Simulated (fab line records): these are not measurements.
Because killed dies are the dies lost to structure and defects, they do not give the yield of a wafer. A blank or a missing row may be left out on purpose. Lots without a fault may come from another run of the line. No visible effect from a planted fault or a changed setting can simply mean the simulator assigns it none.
Matching of chambers | flow berkeley-cmos170 | UCB170_ZERO_ETCH_06 on rie-diel-01 has 4 sister chambers
The step etches SiO2 in CHF3/CF4/Ar, time 12 s. 8 wafers are shown with their chamber, then 8 later ones without.

## WAFERS PAIRED WITH THEIR CHAMBERS
wafer  | chamber | drypump-motor-current-A (A) | throttle-valve-pct (%)
L198.2 | 2       | 5.9                         | 9.23
L199.3 | 3       | 6.4                         | 9.24
L212.4 | 2       | 5.9                         | 9.22
L212.6 | 0       | 5.7                         | 9.10
L214.1 | 0       | 5.7                         | 9.10
L214.3 | 1       | 5.5                         | 9.10
L214.5 | 1       | 5.6                         | 9.13
L215.2 | 3       | 6.4                         | 9.27

## WAFERS WHOSE CHAMBER IS MISSING
wafer  | drypump-motor-current-A (A) | throttle-valve-pct (%)
L215.4 | 5.7                         | 9.09
L215.5 | 5.6                         | 9.12
L216.2 | 5.7                         | 9.08
L216.4 | 5.6                         | 9.11
L216.5 | 6.4                         | 9.23
L217.1 | 6.4                         | 9.28
L217.3 | 5.7                         | 9.09
L217.5 | 5.6                         | 9.12

## WHICH CHAMBER EACH ONE RAN IN
wafer  | from the rows above     | in truth
L215.4 | 0                       | 0
L215.5 | can't be placed: 1 or 0 | 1
L216.2 | 0                       | 0
L216.4 | can't be placed: 1 or 0 | 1
L216.5 | 3                       | 3
L217.1 | 3                       | 3
L217.3 | 0                       | 0
L217.5 | can't be placed: 1 or 0 | 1
Correctly placed: 5 of 8. Not placeable from these rows: 3 (in 3, the candidates include the true chamber). 0 placed wrongly.
How it was worked out, from the rows above alone: a wafer's distance from a chamber is the root of the sum, over the readings, of the square of ((its reading less the chamber's mean) divided by the reading's scatter). The wafer belongs to the nearest chamber; if the next one is less than 2 further off, it can't be placed. Each chamber's mean is taken over the wafers shown for it. The scatter: take each reading less its chamber's mean, square it, sum over the shown wafers, divide by the number of wafers less the number of chambers, and take the root.
